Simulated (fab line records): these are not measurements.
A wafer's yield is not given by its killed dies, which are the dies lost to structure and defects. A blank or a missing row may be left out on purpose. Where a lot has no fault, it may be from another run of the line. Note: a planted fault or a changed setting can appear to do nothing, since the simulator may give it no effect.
Split-lot trial ; flow berkeley_cmos170 ; 5 lots, 27 wafers read, on a route of 331 steps

== SPLIT DETAILS ==
At UCB170_SPACER_CVD_00 (deposits SiO2 from TEOS/O2, target thk 376 nm, time 47 s), the setting time_s was moved away from the recipe's 47 s on 12 of the 27 wafers read, by -38.8% to +39.2%. For the rest of the wafers, this setting stayed at what the recipe calls for.

Split to reading: the file shows no intervening step.

== THE READING ==
SPACER_TEOS_THK in nanometres, read at UCB170_SPACER_THK_MEAS_01. Typical for fault-free wafers on this fab line: 378 nm, with standard deviation 5.3 nm.

wafer;tool, chamber at the split;time_s as run, s;against the recipe;SPACER_TEOS_THK, nm;against lot-mates on the recipe
L074.2;pecvd-03, 0;47;recipe;375;-
L074.3;pecvd-03, 1;47;recipe;379;-
L074.4;pecvd-03, 1;47;recipe;388;-
L077.1;pecvd-02, 1;33.54;-28.6%;270;-109
L077.2;pecvd-02, 2;47;recipe;372;-
L077.3;pecvd-02, 0;33.54;-28.6%;267;-112
L077.4;pecvd-02, 1;33.54;-28.6%;272;-107
L077.5;pecvd-02, 2;47;recipe;377;-
L077.6;pecvd-02, 0;47;recipe;387;-
L080.1;pecvd-03, 1;47;recipe;377;-
L080.2;pecvd-03, 0;65.42;+39.2%;518;+142
L080.3;pecvd-03, 2;47;recipe;375;-
L080.4;pecvd-03, 2;65.42;+39.2%;533;+157
L080.5;pecvd-03, 0;47;recipe;375;-
L080.6;pecvd-03, 1;65.42;+39.2%;531;+155
L079.1;pecvd-02, 1;31.68;-32.6%;252;-124
L079.2;pecvd-02, 2;47;recipe;374;-
L079.3;pecvd-02, 0;31.68;-32.6%;251;-125
L079.4;pecvd-02, 1;31.68;-32.6%;256;-120
L079.5;pecvd-02, 2;47;recipe;378;-
L079.6;pecvd-02, 0;47;recipe;377;-
L084.1;pecvd-03, 0;28.76;-38.8%;227;-154
L084.2;pecvd-03, 2;28.76;-38.8%;233;-148
L084.3;pecvd-03, 1;47;recipe;378;-
L084.4;pecvd-03, 2;47;recipe;384;-
L084.5;pecvd-03, 0;47;recipe;380;-
L084.6;pecvd-03, 1;28.76;-38.8%;238;-143

FIT RESULTS
A straight line over all 27 wafers: SPACER_TEOS_THK changes by +3.8 nm for each +1% of time_s; r = +1.00; the points scatter about the line by 4.6 nm.
The same after taking each lot's own level away (the mean of its wafers on the recipe; 27 wafers): +3.83 nm for each +1%; r = +1.00; scatter 4.3 nm.
That fit puts the effect of the largest move of time_s on the reading at 1.5e+02 nm.
Measured against the standard deviation above, the lots' own levels, which go from 375.7 to 380.7 nm, span 0.9 times it.
Consequently the slope shifts little with the lot-to-lot level, the two slopes agreeing.
Check: +153 nm against its lot-mates is what the line predicts for one of the wafers moved furthest among these (+39.2%) when that wafer is left out of the fit. It came out at +142 nm against them.

== THESE WAFERS: OTHER SPLITS ==
Before the reading, these wafers also passed through other splits. Each is held against what the fit with the lots' levels taken away leaves over:
other split on the same wafers;wafers away from the commonest value;r with SPACER_TEOS_THK (lot level and that fit taken away)
UCB170_NWELL_CVD_04 time_s;12;-0.06
UCB170_ACTIVE_DEVELOP_12 develop_time_s;6;-0.18
UCB170_FIELD_WET_ETCH_05 time_s;21;+0.03
UCB170_GATE_ETCH_15 target_depth_a;9;-0.21

== THE WHOLE CHAIN: every reading that the file lists as answering this split, in the file's order ==
step;what it does;reading;change (the file's fit);r (the file's)
UCB170_SPACER_CVD_00;deposits SiO2 from TEOS/O2, target thk 376 nm, time 47 s;SiO2_of_SPACER_CVD_00.thk_nm (the simulator's own value, which no gauge read);+3.82 nm for each +1% of the setting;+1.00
UCB170_SPACER_THK_MEAS_01;;SPACER_TEOS_THK;+3.82 for each +1% of the setting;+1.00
UCB170_SPACER_ETCHBACK_03;etches SiO2 in CHF3/CF4/Ar, stops on Si, target depth 376 nm, time 100 s;oes_product_au;not straight: 0.645 at the lowest setting, 0.906 at the recipe, 0.993 at the highest;not given
UCB170_SPACER_ETCHBACK_03;etches SiO2 in CHF3/CF4/Ar, stops on Si, target depth 376 nm, time 100 s;etch.depth_nm (the simulator's own value, which no gauge read);not straight: 232.5 at the lowest setting, 378.3 at the recipe, 428.3 at the highest;not given
UCB170_M3_PROBE_99;;etest.pmos_0p6.r_on_ohm_um (the simulator's own value, which no gauge read);not straight: 5607 at the lowest setting, 8475 at the recipe, 9389 at the highest;not given
UCB170_M3_PROBE_99;;etest.pldd.line_ohm_um (the simulator's own value, which no gauge read);not straight: 127.9 at the lowest setting, 1946 at the recipe, 1708 at the highest;not given
UCB170_M3_PROBE_99;;etest.nldd.line_ohm_um (the simulator's own value, which no gauge read);not straight: 88.77 at the lowest setting, 1326 at the recipe, 1186 at the highest;not given
UCB170_M3_PROBE_99;;etest.pldd.rs_ohm_sq (the simulator's own value, which no gauge read);not straight: 71.06 at the lowest setting, 1133 at the recipe, 1124 at the highest;not given

== THE FILE'S OWN FIT ==
SPACER_TEOS_THK changes by +3.82 nm for each +1% of time_s, r = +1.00.
